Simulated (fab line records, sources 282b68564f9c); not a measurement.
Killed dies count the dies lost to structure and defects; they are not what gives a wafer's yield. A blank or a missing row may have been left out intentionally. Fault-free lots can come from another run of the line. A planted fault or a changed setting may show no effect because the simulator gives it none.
Split-lot study | flow ritCmos | 23 wafers read from 5 lots, route of 202 steps

== SPLIT DETAILS ==
At RIT_NLDD_IMPLANT_08, the setting energyKev was moved away from the recipe's 20 on 12 of the 23 wafers read, by -5.7% to +4.7%. For the rest of the wafers, this setting stayed at what the recipe calls for.

The split's own step is where the reading is taken.

== THE READING ==
The simulator's own value implant.drpNm, read by no gauge, in nm at RIT_NLDD_IMPLANT_08. No usual value for it is given in the file.

wafer  | tool, chamber at the split | energyKev as run | against the recipe | implant.drpNm, nm | against lot-mates on the recipe
L078.1 | implanter-01, 0            | 20               | recipe             | 12.97             | -
L078.2 | implanter-01, 0            | 20               | recipe             | 12.97             | -
L078.5 | implanter-01, 0            | 20               | recipe             | 12.97             | -
L079.1 | implanter-01, 0            | 19.13            | -4.4%              | 12.63             | -0.34
L079.3 | implanter-01, 0            | 19.13            | -4.4%              | 12.63             | -0.34
L079.5 | implanter-01, 0            | 19.13            | -4.4%              | 12.63             | -0.34
L079.2 | implanter-01, 0            | 20               | recipe             | 12.97             | -
L079.6 | implanter-01, 0            | 20               | recipe             | 12.97             | -
L080.1 | implanter-04, 0            | 18.85            | -5.7%              | 12.51             | -0.46
L080.2 | implanter-04, 0            | 18.85            | -5.7%              | 12.51             | -0.46
L080.3 | implanter-04, 0            | 18.85            | -5.7%              | 12.51             | -0.46
L080.4 | implanter-04, 0            | 20               | recipe             | 12.97             | -
L080.5 | implanter-04, 0            | 20               | recipe             | 12.97             | -
L084.1 | implanter-03, 0            | 20               | recipe             | 12.97             | -
L084.6 | implanter-03, 0            | 20               | recipe             | 12.97             | -
L084.2 | implanter-03, 0            | 20.94            | +4.7%              | 13.33             | +0.36
L084.3 | implanter-03, 0            | 20.94            | +4.7%              | 13.33             | +0.36
L084.5 | implanter-03, 0            | 20.94            | +4.7%              | 13.33             | +0.36
L085.2 | implanter-01, 0            | 19.44            | -2.8%              | 12.75             | -0.22
L085.3 | implanter-01, 0            | 19.44            | -2.8%              | 12.75             | -0.22
L085.4 | implanter-01, 0            | 19.44            | -2.8%              | 12.75             | -0.22
L085.5 | implanter-01, 0            | 20               | recipe             | 12.97             | -
L085.6 | implanter-01, 0            | 20               | recipe             | 12.97             | -

THE FIT
A straight line over all 23 wafers: implant.drpNm changes by +0.0783 nm for each +1% of energyKev; r = +1.00; the points scatter about the line by 0.0041 nm.
The same after taking each lot's own level away (the mean of its wafers on the recipe; 23 wafers): +0.0783 nm for each +1%; r = +1.00; scatter 0.0041 nm.
The reading moves by 0.45 nm for the largest change in energyKev, on that fit.
The lots' own levels span 12.970 to 12.970 nm.
So the lot-to-lot level changes the slope little: the two slopes agree.
Check: -0.451 nm against its lot-mates is what the line predicts for one of the wafers moved furthest among these (-5.7%) when that wafer is left out of the fit. Against them it came out at -0.46 nm.

== FURTHER SPLITS ON THESE WAFERS ==
These wafers also went through other splits before the reading. Each is held against what the fit with the lots' levels taken away leaves over:
other split on the same wafers | wafers away from the commonest value | r with implant.drpNm (lot level and that fit taken away)
RIT_GATE_EXPOSE_13 doseMj      | 5                                    | -0.27
RIT_NLDD_SOFTBAKE_02 tempC     | 11                                   | +0.43

== THE WHOLE CHAIN: every reading that the file lists as answering this split, in the file's order ==
step                | what it does | reading                                                        | change (the file's fit)                | r (the file's)
RIT_NLDD_IMPLANT_08 |              | implant.rpNm (the simulator's own value, which no gauge read)  | +0.189 nm for each +1% of the setting  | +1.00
RIT_NLDD_IMPLANT_08 |              | implant.drpNm (the simulator's own value, which no gauge read) | +0.0786 nm for each +1% of the setting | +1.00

== FILE'S OWN FIT ==
implant.drpNm changes by +0.0786 nm for each +1% of energyKev, r = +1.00.
